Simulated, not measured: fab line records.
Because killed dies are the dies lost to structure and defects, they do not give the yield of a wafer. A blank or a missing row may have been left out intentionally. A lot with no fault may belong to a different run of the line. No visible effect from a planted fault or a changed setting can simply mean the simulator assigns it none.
A sampling plan put to the test ; flow rit_cmos ; one line in one fab, 8 faults in these records, each fault weighed on the records of the lots it struck
The plan is the line's own looks: the steps of the route at which a gauge or an inspection reads the wafer and doesn't change it. A look can be judged if struck wafers have a number there and the file gives its usual mean and standard deviation on fault-free wafers. Caught: at a look after the fault's first step, the mean of the struck wafers lies 4 or more of those standard deviations (sigma) from the usual mean. On the tool: the same test on the tool's own readings at the fault's steps. It also counts as caught if the struck wafers ran another recipe or if their record alone is blank.

== THE FAULTS, as the simulator had put them in ==
1. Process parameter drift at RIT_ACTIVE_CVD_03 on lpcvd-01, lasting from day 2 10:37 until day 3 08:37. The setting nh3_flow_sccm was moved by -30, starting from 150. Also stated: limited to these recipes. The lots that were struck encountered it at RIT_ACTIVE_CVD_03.
2. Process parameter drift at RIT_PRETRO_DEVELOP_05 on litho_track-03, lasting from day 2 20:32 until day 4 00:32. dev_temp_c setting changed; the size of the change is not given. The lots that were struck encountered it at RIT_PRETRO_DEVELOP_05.
3. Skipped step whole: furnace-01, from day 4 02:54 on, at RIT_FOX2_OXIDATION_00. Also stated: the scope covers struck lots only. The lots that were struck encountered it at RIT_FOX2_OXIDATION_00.
4. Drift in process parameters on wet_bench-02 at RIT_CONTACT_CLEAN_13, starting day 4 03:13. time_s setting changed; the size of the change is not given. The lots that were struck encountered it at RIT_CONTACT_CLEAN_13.
5. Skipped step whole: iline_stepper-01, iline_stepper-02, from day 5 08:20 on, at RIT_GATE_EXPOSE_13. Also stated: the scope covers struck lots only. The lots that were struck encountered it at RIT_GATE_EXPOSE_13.
6. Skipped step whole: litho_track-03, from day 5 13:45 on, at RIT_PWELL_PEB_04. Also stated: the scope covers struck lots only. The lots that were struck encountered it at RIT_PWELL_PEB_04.
7. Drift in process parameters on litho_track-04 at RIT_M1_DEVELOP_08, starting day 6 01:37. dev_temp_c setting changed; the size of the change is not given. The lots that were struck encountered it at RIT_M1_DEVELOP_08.
8. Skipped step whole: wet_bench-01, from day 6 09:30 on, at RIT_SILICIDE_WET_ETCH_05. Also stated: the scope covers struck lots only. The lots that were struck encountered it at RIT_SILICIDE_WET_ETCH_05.

== WHAT THE PLAN SAW ==
fault;on the tool itself;first look that catches it;reading, sigma;median hours from its first step to that look;hours from the fault's start to the first struck lot there;judged looks passed uncaught
1;nh3_flow_sccm -66 sigma;RIT_ACTIVE_THK_MEAS_04;ACTIVE_NITRIDE_THK -10;1.4;4;0
2;developer_temp_C -7.6 sigma;no look after it can be judged;-;-;-;0
3;the tool's record is blank for the struck wafers;no look after it can be judged;-;-;-;0
4;run_length_s +7.4 sigma;no look after it can be judged;-;-;-;0
5;no reading that can be judged;no look after it can be judged;-;-;-;0
6;no reading that can be judged;no look after it can be judged;-;-;-;0
7;developer_temp_C +20 sigma;not the one look that can be judged after it;strongest: cd_nm at RIT_M1_CD_MEAS_09, +2.6;-;-;1
8;the tool's record is blank for the struck wafers;no look after it can be judged;-;-;-;0
A dash: this means the fault isn't caught or the number doesn't appear in these records.

Caught at a look: 1 of 8. Caught on the tool: 6 of 8. By one or the other: 6 of 8.
On the tool alone, faults 2, 3, 4, 7, 8 were caught.
Caught by neither: faults 5, 6.

== THINNER SAMPLING ==
In the worst case, this is how late the first struck lot would be measured if the look that catches a fault measured only every second or every third lot, by lot number:
fault;struck lots at that look, in order of time;every lot;every second lot;every third lot
1;L689, L691;4 h;may miss all 2;may miss all 2
The hour figures run from when the fault began to the first measured lot among those it struck. The limit of 4 sigma was tested on all struck wafers together, so one lot alone may lie under it. Other struck lots may not be in these records.

== THE LONGEST TIMED WAY FROM STEP TO LOOK ==
For fault 1, RIT_ACTIVE_CVD_03 and RIT_ACTIVE_THK_MEAS_04 are separated by a median of 1.4 hours. No look between them can be judged.
